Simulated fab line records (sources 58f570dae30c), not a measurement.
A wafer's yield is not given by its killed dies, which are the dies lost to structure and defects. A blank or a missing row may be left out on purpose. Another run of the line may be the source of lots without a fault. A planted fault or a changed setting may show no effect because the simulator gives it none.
fab line records	flow berkeleyCmos170
record: lots: 5	wafers: 23
route steps=331 shown V1@263 M2@272 V2@299
startH: hours from the record's opening day to when the first of the lot's shown wafers began	waitH: hours from the lot's prior step to this one	" repeats the value in the row above	L1.1+2: several wafers, shown together as one row	- no value, or no start given	* or withheld: withheld	< > ~ a bound
route shown NAME@n: NAME is a module with steps in the file, n the number in the route of the first one	usual: mean/standard deviation taken from wafers without a fault	same: alike in all rows	chamber/n: place in a boat	sites: each site's reading	_std_site: the standard deviation of these	_edge_site: the outer-site mean with the inner-site mean subtracted	radiusMm: for every site, how far away it sits from the centre of the wafer	mask NAME#n: copy n	behind: the last tool/chamber to shape the wafer	hold: why the lot went on hold/how many hours it stayed there/how the hold came to an end	device: the transistor (n, p or np) that didn't switch	end of line: the tests these same wafers got at the end of their route	a step without rows: its recipe alone	killed: count of dies lost to structure and defects at first sort (not the wafer's yield)	map: dies across one wafer; x = killed, . = not, _ = none there
set.NAME: the setting the step ran with; set.NAME@STEP: the setting that earlier step ran with	model.NAME: the simulator's own value behind a step, which no gauge read
lots run with intentionally changed settings; tables by step, rows by wafer
== steps ==
step: UCB170_V1_EXPOSE_09
recipe: maskId: VIA1	targetCdNm: 700	na: 0.5	sigmaOuter: 0.6	sourceShape: conventional	doseMj: 37
lot.wafer	tool	chamber	startH	waitH	mask	set.doseMj
L076.1+2+3	krfScanner-02	0	160.70	0.1	VIA1#0	37
L076.4+6	"	0	"	"	VIA1#0	39.28
L077.1+4+6	krfScanner-01	0	173.35	0.1	VIA1#0	37.96
L077.2+3	"	0	"	"	VIA1#0	37
L079.1+2+4+5+6	krfScanner-01	0	192.25	0.1	VIA1#0	37
L081.1+6	krfScanner-02	0	192.71	0.3	VIA1#0	39.18
L081.2+4+5	"	0	"	"	VIA1#0	37
L083.1+5+6	krfScanner-02	0	195.33	0.1	VIA1#0	37
step: UCB170_V1_PEB_10
recipe: pebTempC: 130	pebTimeS: withheld	resist: KrF
step: UCB170_V1_DEVELOP_11
recipe: developer: TMAH	developTimeS: 45	resist: KrF	devTempC: 21
step: UCB170_V1_CD_MEAS_12
recipe: targetCdNm: 700
usual: cdNm: 699.6/0.92
lot.wafer	tool	chamber	startH	waitH	set.doseMj@V1_EXPOSE_09	cdNm
L076.1	cdSem-01	-	161.34	-	37	699.5
L076.2	"	-	"	"	37	699.7
L076.3	"	-	"	"	37	699.1
L076.4	"	-	"	"	39.28	708.9
L076.6	"	-	"	"	39.28	710.2
L077.1	cdSem-01	-	173.74	-	37.96	704.8
L077.2	"	-	"	"	37	698.7
L077.3	"	-	"	"	37	698.1
L077.4	"	-	"	"	37.96	702.1
L077.6	"	-	"	"	37.96	704.4
L079.1	cdSem-01	-	192.82	-	37	699.8
L079.2	"	-	"	"	37	699.3
L079.4	"	-	"	"	37	700.2
L079.5	"	-	"	"	37	699.0
L079.6	"	-	"	"	37	698.2
L081.1	cdSem-01	-	193.37	-	39.18	709.6
L081.2	"	-	"	"	37	700.4
L081.4	"	-	"	"	37	699.9
L081.5	"	-	"	"	37	699.2
L081.6	"	-	"	"	39.18	711.6
L083.1	cdSem-01	-	196.00	-	37	700.4
L083.5	"	-	"	"	37	700.6
L083.6	"	-	"	"	37	698.0
step: UCB170_V1_ETCH_14
recipe: chemistry: CHF3/CF4/Ar	target: SiO2	stopOn: Al	CHF3_flow_sccm: 45	cf4FlowSccm: 15	Ar_flow_sccm: 150	pressureMtorr: 200	rfW: 700	targetDepthA: 12500	overEtchFrac: 0.25	timeS: 296.6
lot.wafer	tool	chamber	startH	waitH	set.powerW@M1_SPUTTER_00	set.doseMj@V1_EXPOSE_09	model.Al_of_M1_SPUTTER_00.thkNm	model.V1.cdNm
L076.1	rieDiel-03	0	161.50	0.0	6000	37	590.3	700.6
L076.2	"	2	"	"	6000	37	599.7	699.7
L076.3	"	1	"	"	6192	37	622.3	699.1
L076.4	"	3	"	"	6192	39.28	608.1	709
L076.6	"	1	"	"	6000	39.28	589.8	709.8
L077.1	rieDiel-04	3	173.90	0.0	6000	37.96	617.9	702.8
L077.2	"	0	"	"	6000	37	606.4	698.7
L077.3	"	2	"	"	5612	37	570.8	699.7
L077.4	"	1	"	"	5612	37.96	575.1	701.5
L077.6	"	0	"	"	5612	37.96	568.5	704.9
L079.1	rieDiel-04	2	192.98	0.0	6000	37	601.5	702.1
L079.2	"	1	"	"	6000	37	612.5	699.9
L079.4	"	0	"	"	6000	37	603.3	701.3
L079.5	"	0	"	"	6000	37	606.7	700.5
L079.6	"	1	"	"	6000	37	596.7	698.3
L081.1	rieDiel-03	2	193.53	0.0	6000	39.18	592.4	710
L081.2	"	0	"	"	6000	37	605.4	702
L081.4	"	3	"	"	6000	37	596.1	699.8
L081.5	"	2	"	"	6000	37	594.6	699.6
L081.6	"	1	"	"	6000	39.18	593.8	711.3
L083.1	rieDiel-02	2	196.15	0.0	6000	37	607	699.7
L083.5	"	2	"	"	6000	37	597	700.1
L083.6	"	3	"	"	6000	37	591.3	699.3
step: UCB170_V1_STRIP_15
recipe: chemistry: O2	powerW: 400	pressureMtorr: 3500	platenTempC: withheld	o2FlowSccm: 400	overashFraction: 0.5
step: UCB170_V1_CD_MEAS_90
recipe: targetCdNm: 700
usual: cdNm: 700.1/1.3
lot.wafer	tool	chamber	startH	waitH	set.doseMj@V1_EXPOSE_09	cdNm
L076.1	cdSem-01	-	161.77	0.1	37	700.6
L076.2	"	-	"	"	37	699.6
L076.3	"	-	"	"	37	699.0
L076.4	"	-	"	"	39.28	708.8
L076.6	"	-	"	"	39.28	709.8
L077.1	cdSem-02	-	174.18	0.1	37.96	702.5
L077.2	"	-	"	"	37	698.8
L077.3	"	-	"	"	37	699.6
L077.4	"	-	"	"	37.96	701.5
L077.6	"	-	"	"	37.96	705.0
L079.1	cdSem-02	-	193.32	0.1	37	701.9
L079.2	"	-	"	"	37	699.7
L079.4	"	-	"	"	37	701.8
L079.5	"	-	"	"	37	700.8
L079.6	"	-	"	"	37	698.1
L081.1	cdSem-01	-	193.81	0.1	39.18	709.8
L081.2	"	-	"	"	37	701.9
L081.4	"	-	"	"	37	700.1
L081.5	"	-	"	"	37	699.6
L081.6	"	-	"	"	39.18	711.2
L083.1	cdSem-01	-	196.43	0.1	37	699.7
L083.5	"	-	"	"	37	699.9
L083.6	"	-	"	"	37	699.3
step: UCB170_M2_SPUTTER_01
recipe: material: Al	targetThkNm: 900	timeS: 120	powerW: 6000	chamberPressurePa: 0.5
lot.wafer	tool	chamber	startH	waitH	set.powerW	model.Al_of_M2_SPUTTER_01.thkNm
L076.1	pvdSputter-01	-	161.96	0.0	6000	905.8
L076.2	"	-	"	"	6646	1002
L076.3	"	-	"	"	6000	888.2
L076.4	"	-	"	"	6000	892.7
L076.6	"	-	"	"	6646	994.7
L077.1	pvdSputter-01	-	174.36	0.0	6000	898.8
L077.2	"	-	"	"	6000	888.3
L077.3	"	-	"	"	6000	904.5
L077.4	"	-	"	"	6000	890.9
L077.6	"	-	"	"	6000	889.7
L079.1	pvdSputter-02	-	193.50	0.0	6000	910.4
L079.2	"	-	"	"	6198	916.6
L079.4	"	-	"	"	6000	888.4
L079.5	"	-	"	"	6198	916.3
L079.6	"	-	"	"	6198	924.9
L081.1	pvdSputter-01	-	193.99	0.0	6000	889.1
L081.2	"	-	"	"	6000	892.9
L081.4	"	-	"	"	5643	833.1
L081.5	"	-	"	"	6000	896.7
L081.6	"	-	"	"	5643	841.9
L083.1	pvdSputter-01	-	196.62	0.0	6000	896.5
L083.5	"	-	"	"	6000	902.7
L083.6	"	-	"	"	6000	899.5
step: UCB170_M2_RS_MEAS_02
recipe: thkMeasGauge: four-point-probe	reads: Al_of_M2_SPUTTER_01
usual: M2_AL_RS: 0.0324/0.00038
lot.wafer	tool	chamber	startH	waitH	set.powerW@M2_SPUTTER_01	M2_AL_RS[ohm/sq]
L076.1	filmMetro-01	-	162.04	0.0	6000	0.0320
L076.2	"	-	"	"	6646	0.0288
L076.3	"	-	"	"	6000	0.0326
L076.4	"	-	"	"	6000	0.0323
L076.6	"	-	"	"	6646	0.0291
L077.1	filmMetro-04	-	174.45	0.0	6000	0.0322
L077.2	"	-	"	"	6000	0.0326
L077.3	"	-	"	"	6000	0.0320
L077.4	"	-	"	"	6000	0.0325
L077.6	"	-	"	"	6000	0.0325
L079.1	filmMetro-01	-	193.59	0.0	6000	0.0317
L079.2	"	-	"	"	6198	0.0316
L079.4	"	-	"	"	6000	0.0326
L079.5	"	-	"	"	6198	0.0316
L079.6	"	-	"	"	6198	0.0313
L081.1	filmMetro-02	-	194.08	0.0	6000	0.0326
L081.2	"	-	"	"	6000	0.0324
L081.4	"	-	"	"	5643	0.0347
L081.5	"	-	"	"	6000	0.0323
L081.6	"	-	"	"	5643	0.0344
L083.1	filmMetro-02	-	196.70	0.0	6000	0.0323
L083.5	"	-	"	"	6000	0.0321
L083.6	"	-	"	"	6000	0.0322
step: UCB170_M2_THK_MEAS_03
recipe: thkMeasGauge: xrf	reads: Al_of_M2_SPUTTER_01
usual: M2_AL_THK: 887/11
lot.wafer	tool	chamber	startH	waitH	set.powerW@M2_SPUTTER_01	M2_AL_THK[nm]
L076.1	filmMetro-01	-	162.16	0.1	6000	896
L076.2	"	-	"	"	6646	995
L076.3	"	-	"	"	6000	882
L076.4	"	-	"	"	6000	885
L076.6	"	-	"	"	6646	990
L077.1	filmMetro-04	-	174.57	0.1	6000	889
L077.2	"	-	"	"	6000	875
L077.3	"	-	"	"	6000	899
L077.4	"	-	"	"	6000	886
L077.6	"	-	"	"	6000	875
L079.1	filmMetro-01	-	193.71	0.1	6000	910
L079.2	"	-	"	"	6198	916
L079.4	"	-	"	"	6000	891
L079.5	"	-	"	"	6198	917
L079.6	"	-	"	"	6198	924
L081.1	filmMetro-02	-	194.20	0.1	6000	884
L081.2	"	-	"	"	6000	885
L081.4	"	-	"	"	5643	829
L081.5	"	-	"	"	6000	888
L081.6	"	-	"	"	5643	837
L083.1	filmMetro-02	-	196.82	0.1	6000	885
L083.5	"	-	"	"	6000	897
L083.6	"	-	"	"	6000	896
step: UCB170_M2_EXPOSE_12
recipe: maskId: METAL2	targetCdNm: 700	na: 0.5	sigmaOuter: 0.6	sourceShape: conventional	doseMj: 26
lot.wafer	tool	chamber	startH	waitH	mask	set.doseMj
L076.1+2	krfScanner-01	0	164.14	-	METAL2#0	26
L076.3+4+6	"	0	"	"	METAL2#0	27.88
L077.1+3+6	krfScanner-02	0	176.11	-	METAL2#0	26
L077.2+4	"	0	"	"	METAL2#0	25.46
L079.1+2+5	krfScanner-01	0	195.66	-	METAL2#0	26
L079.4+6	"	0	"	"	METAL2#0	27.69
L081.1+2	krfScanner-01	0	196.14	-	METAL2#0	27.46
L081.4+5+6	"	0	"	"	METAL2#0	26
L083.1+5+6	krfScanner-01	0	201.37	-	METAL2#0	26
step: UCB170_M2_PEB_13
recipe: pebTempC: 130	pebTimeS: withheld	resist: KrF
step: UCB170_M2_DEVELOP_14
recipe: developer: TMAH	developTimeS: 45	resist: KrF	devTempC: 21
step: UCB170_M2_CD_MEAS_15
recipe: targetCdNm: 700
usual: cdNm: 699.9/1.5
lot.wafer	tool	chamber	startH	waitH	set.doseMj@M2_EXPOSE_12	cdNm
L076.1	cdSem-02	-	164.57	-	26	701.0
L076.2	"	-	"	"	26	700.0
L076.3	"	-	"	"	27.88	688.9
L076.4	"	-	"	"	27.88	688.6
L076.6	"	-	"	"	27.88	689.0
L077.1	cdSem-02	-	177.04	-	26	697.1
L077.2	"	-	"	"	25.46	702.0
L077.3	"	-	"	"	26	698.7
L077.4	"	-	"	"	25.46	701.5
L077.6	"	-	"	"	26	697.2
L079.1	cdSem-01	-	196.12	-	26	698.5
L079.2	"	-	"	"	26	700.2
L079.4	"	-	"	"	27.69	687.5
L079.5	"	-	"	"	26	699.8
L079.6	"	-	"	"	27.69	687.4
L081.1	cdSem-02	-	196.54	-	27.46	691.6
L081.2	"	-	"	"	27.46	689.7
L081.4	"	-	"	"	26	701.1
L081.5	"	-	"	"	26	699.8
L081.6	"	-	"	"	26	700.1
L083.1	cdSem-01	-	202.65	-	26	701.1
L083.5	"	-	"	"	26	699.7
L083.6	"	-	"	"	26	700.2
step: UCB170_M2_ETCH_17
recipe: chemistry: N2/H2	targetDepthA: withheld	overetchA: withheld	target: BARC	timeS: withheld	sourceW: 500	biasW: 100	pressureMtorr: 30	n2FlowSccm: 100	h2FlowSccm: 200
lot.wafer	tool	chamber	startH	waitH	set.doseMj@M2_EXPOSE_12	model.M2.cdNm
L076.1	rieDiel-03	2	164.73	0.0	26	700.2
L076.2	"	3	"	"	26	698
L076.3+4	"	1,0	"	"	27.88	687.5
L076.6	"	1	"	"	27.88	687.9
L077.1	rieDiel-03	0	177.20	0.0	26	694.6
L077.2	"	1	"	"	25.46	700.4
L077.3	"	2	"	"	26	698.9
L077.4	"	3	"	"	25.46	700.2
L077.6	"	2	"	"	26	697.4
L079.1	rieDiel-03	2	196.27	0.0	26	699.4
L079.2	"	0	"	"	26	698.8
L079.4	"	3	"	"	27.69	687.4
L079.5	"	0	"	"	26	699
L079.6	"	1	"	"	27.69	686.9
L081.1	rieDiel-04	1	196.69	0.0	27.46	691.1
L081.2	"	0	"	"	27.46	689.8
L081.4	"	2	"	"	26	700.3
L081.5	"	2	"	"	26	699.6
L081.6	"	1	"	"	26	700.5
L083.1	rieDiel-01	2	202.80	0.0	26	702.5
L083.5	"	2	"	"	26	701.7
L083.6	"	0	"	"	26	700.3
step: UCB170_V2_COAT_07
recipe: resist: KrF	spinRpm: 1500	resistThkNm: 900
lot.wafer	tool	chamber	startH	waitH	set.resistThkNm	model.KrF_of_V2_COAT_07.thkNm
L076.1	lithoTrack-02	0	166.21	0.1	860	862.6
L076.2+4	"	0	"	"	900	904.6
L076.3	"	0	"	"	900	903.1
L076.6	"	0	"	"	860	864.9
L077.1	lithoTrack-01	0	178.67	0.1	900	899.1
L077.2	"	0	"	"	900	901.6
L077.3	"	0	"	"	853.9	856.2
L077.4	"	0	"	"	853.9	855.8
L077.6	"	0	"	"	900	904.8
L079.1	lithoTrack-02	0	198.51	0.1	950.5	944.9
L079.2	"	0	"	"	900	897.9
L079.4	"	0	"	"	950.5	949.8
L079.5	"	0	"	"	900	896.7
L079.6	"	0	"	"	950.5	947.4
L081.1	lithoTrack-01	0	198.89	0.1	953.7	951.7
L081.2	"	0	"	"	953.7	950.6
L081.4	"	0	"	"	900	896.6
L081.5	"	0	"	"	900	897.2
L081.6	"	0	"	"	953.7	949.9
L083.1	lithoTrack-02	0	205.04	0.1	900	894.6
L083.5	"	0	"	"	900	896.1
L083.6	"	0	"	"	900	895.9
step: UCB170_V2_ETCH_14
recipe: chemistry: CHF3/CF4/Ar	target: SiO2	stopOn: Al	CHF3_flow_sccm: 45	cf4FlowSccm: 15	Ar_flow_sccm: 150	pressureMtorr: 200	rfW: 700	targetDepthA: 12500	overEtchFrac: 0.25	timeS: 291
lot.wafer	tool	chamber	startH	waitH	set.rfW	set.resistThkNm@V2_COAT_07	model.KrF_of_V2_COAT_07.thkNm
L076.1	rieDiel-02	2	167.39	0.0	655.7	860	574.7
L076.2	"	3	"	"	655.7	900	627.6
L076.3	"	0	"	"	700	900	604.5
L076.4	"	1	"	"	655.7	900	608.3
L076.6	"	3	"	"	700	860	577
L077.1	rieDiel-02	2	180.10	0.0	700	900	606.1
L077.2	"	0	"	"	700	900	605.1
L077.3	"	1	"	"	700	853.9	553.1
L077.4	"	3	"	"	700	853.9	571.7
L077.6	"	3	"	"	700	900	619.6
L079.1	rieDiel-02	2	199.36	0.0	636.7	950.5	664.9
L079.2	"	3	"	"	700	900	611.9
L079.4	"	0	"	"	636.7	950.5	666.9
L079.5	"	1	"	"	636.7	900	606.3
L079.6	"	0	"	"	700	950.5	653.6
L081.1	rieDiel-04	3	199.86	0.0	700	953.7	667.1
L081.2	"	2	"	"	700	953.7	655.6
L081.4	"	1	"	"	700	900	591.1
L081.5	"	1	"	"	700	900	593.7
L081.6	"	2	"	"	700	953.7	656.4
L083.1+5	rieDiel-02	3	206.01	0.0	700	900	611.5
L083.6	"	2	"	"	700	900	603.2
step: UCB170_V2_STRIP_15
recipe: chemistry: O2	powerW: 400	pressureMtorr: 3500	platenTempC: withheld	o2FlowSccm: 400	overashFraction: 0.5
usual: stripTimeToEndpointS: 15.25/0.19
lot.wafer	tool	chamber	startH	waitH	set.resistThkNm@V2_COAT_07	stripTimeToEndpointS
L076.1	plasmaAsher-01	0	167.57	0.1	860	14.49
L076.2	"	1	"	"	900	15.73
L076.3	"	1	"	"	900	15.18
L076.4	"	0	"	"	900	15.27
L076.6	"	1	"	"	860	14.55
L077.1	plasmaAsher-01	0	180.28	0.1	900	15.22
L077.2	"	1	"	"	900	15.18
L077.3	"	1	"	"	853.9	13.95
L077.4	"	0	"	"	853.9	14.39
L077.6	"	1	"	"	900	15.53
L079.1	plasmaAsher-02	1	199.54	0.1	950.5	16.56
L079.2	"	0	"	"	900	15.36
L079.4	"	1	"	"	950.5	16.59
L079.5	"	0	"	"	900	15.24
L079.6	"	1	"	"	950.5	16.29
L081.1	plasmaAsher-03	0	200.04	0.1	953.7	16.61
L081.2	"	1	"	"	953.7	16.31
L081.4	"	1	"	"	900	14.87
L081.5	"	0	"	"	900	14.92
L081.6	"	1	"	"	953.7	16.34
L083.1	plasmaAsher-01	1	206.19	0.1	900	15.35
L083.5	"	1	"	"	900	15.37
L083.6	"	0	"	"	900	15.15
== key ==
split: step: UCB170_V1_EXPOSE_09	setting: doseMj	stated: 37	by: wafer
response: step: UCB170_V1_CD_MEAS_12	reading: cdNm	change: +1.76	per: 1%	r: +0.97
response: step: UCB170_V1_ETCH_14	reading: model.V1.cdNm	change: +1.63	per: 1%	r: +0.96
response: step: UCB170_V1_CD_MEAS_90	reading: cdNm	change: +1.61	per: 1%	r: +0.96
split: step: UCB170_M2_SPUTTER_01	setting: powerW	stated: 6000	by: wafer
response: step: UCB170_M2_SPUTTER_01	reading: model.Al_of_M2_SPUTTER_01.thkNm	change: +9.24	per: 1%	r: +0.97
response: step: UCB170_M2_RS_MEAS_02	reading: M2_AL_RS	change: -0.000313	per: 1%	r: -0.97
response: step: UCB170_M2_THK_MEAS_03	reading: M2_AL_THK	change: +9.29	per: 1%	r: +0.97
split: step: UCB170_M2_EXPOSE_12	setting: doseMj	stated: 26	by: wafer
response: step: UCB170_M2_CD_MEAS_15	reading: cdNm	change: -1.73	per: 1%	r: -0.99
response: step: UCB170_M2_ETCH_17	reading: model.M2.cdNm	change: -1.7	per: 1%	r: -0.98
split: step: UCB170_V2_COAT_07	setting: resistThkNm	stated: 900	by: wafer
response: step: UCB170_V2_COAT_07	reading: model.KrF_of_V2_COAT_07.thkNm	change: +8.99	per: 1%	r: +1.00
response: step: UCB170_V2_ETCH_14	reading: model.KrF_of_V2_COAT_07.thkNm	change: +9.81	per: 1%	r: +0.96
response: step: UCB170_V2_STRIP_15	reading: stripTimeToEndpointS	change: *	per: 1%	r: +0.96
split: step: UCB170_V2_ETCH_14	setting: rfW	stated: 700	by: wafer
response none clear
split outsideThisFile step=UCB170_M1_SPUTTER_00 setting=powerW
split outsideThisFile: this setting was split too, and the file shows its column; the key of that split is in another file
